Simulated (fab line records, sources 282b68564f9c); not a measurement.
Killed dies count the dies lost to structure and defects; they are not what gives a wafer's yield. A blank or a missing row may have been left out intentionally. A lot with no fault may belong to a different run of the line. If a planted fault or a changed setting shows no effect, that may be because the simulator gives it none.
Which tool was responsible? | flow ritCmos | 42 wafers sampled from 14 lots at 1 step of a route of 202

## WHAT EACH GAUGE READ, for each wafer
No reading from a measuring or inspecting step in the record can be judged against a usual standard deviation.

## EACH LOT AND THE TOOL THAT RAN IT (in order: tool; ch and the chambers of the sampled wafers; start)
lot  | RIT_FOX2_OXIDATION_00
L268 | furnace-01 ch 0, day 1 18:34
L269 | furnace-04 ch 0, day 2 01:00
L270 | furnace-01 ch 0, day 2 05:09
L271 | furnace-03 ch 0, day 2 09:02
L272 | furnace-04 ch 0, day 2 13:07
L273 | furnace-03 ch 0, day 2 18:10
L274 | furnace-04 ch 0, day 3 02:29
L278 | furnace-03, day 3 19:07
L279 | furnace-03, day 4 04:22
L287 | furnace-03 ch 0, day 5 17:07
L288 | furnace-03 ch 0, day 5 23:41
L289 | furnace-04 ch 0, day 6 02:22
L290 | furnace-03 ch 0, day 6 07:09
L291 | furnace-04 ch 0, day 6 12:01
- RIT_FOX2_OXIDATION_00: target thk 350.7 nm, ox time 1130 s.

## WHAT THE TOOLS THEMSELVES READ (means of the sampled wafers that have a number; where no wafer has one, the mark that the record gives instead)
RIT_FOX2_OXIDATION_00. Usual: oxTempC 1100.0 C, standard deviation 0.48; oxTempCMax 1105.3, standard deviation 1.7; zonePowerCentrePct 55.8 %, standard deviation 1.8; zonePowerSourcePct 46 %, standard deviation 3.8.
lot  | tool       | oxTempC (C) | oxTempCMax | zonePowerCentrePct (%) | zonePowerSourcePct (%) | flag
L268 | furnace-01 | 1100.0      | 1107.0     | 52.9                   | 40                     | 
L269 | furnace-04 | 1100.0      | 1106.3     | 57.1                   | 48                     | 
L270 | furnace-01 | 1100.3      | 1107.6     | 53.0                   | 40                     | 
L271 | furnace-03 | 1100.6      | 1105.1     | 56.8                   | 49                     | 
L272 | furnace-04 | 1099.4      | 1106.3     | 56.9                   | 49                     | 
L273 | furnace-03 | 1100.1      | 1104.1     | 56.7                   | 49                     | 
L274 | furnace-04 | 1099.7      | 1106.3     | 57.4                   | 49                     | 
L278 | furnace-03 | -           | -          | -                      | -                      | OFF
L279 | furnace-03 | -           | -          | -                      | -                      | OFF
L287 | furnace-03 | 1100.1      | 1104.1     | 56.5                   | 49                     | 
L288 | furnace-03 | 1100.0      | 1104.0     | 56.6                   | 49                     | 
L289 | furnace-04 | 1100.7      | 1107.1     | 57.0                   | 48                     | 
L290 | furnace-03 | 1100.2      | 1103.9     | 56.9                   | 48                     | 
L291 | furnace-04 | 1099.7      | 1106.7     | 57.1                   | 48                     | 

## THE ANSWER, worked out from the rows above alone
Rule: lot off if the mean of its wafers having a number is beyond 3 standard deviations from the usual mean. Also off: a lot with no number at a reading for which 4 or more lots have one. All remaining lots with rows at the step are treated as sound. Order of review: gauges by route order, followed by the tools' own readings, for which a lot's mean as printed above is used. At the first step where some lot is off, the reading lying furthest off is the one used; lots without a number count as furthest.
Off: L278, L279 (RIT_FOX2_OXIDATION_00, oxTempC). Without a number there: L278, L279.
If a tool, at that step or one of the process steps before it, ran each lot that is off and ran no sound lot following the first of them, it fits. Not one of the candidates tried fits.

## WHAT THE SIMULATOR PUT IN
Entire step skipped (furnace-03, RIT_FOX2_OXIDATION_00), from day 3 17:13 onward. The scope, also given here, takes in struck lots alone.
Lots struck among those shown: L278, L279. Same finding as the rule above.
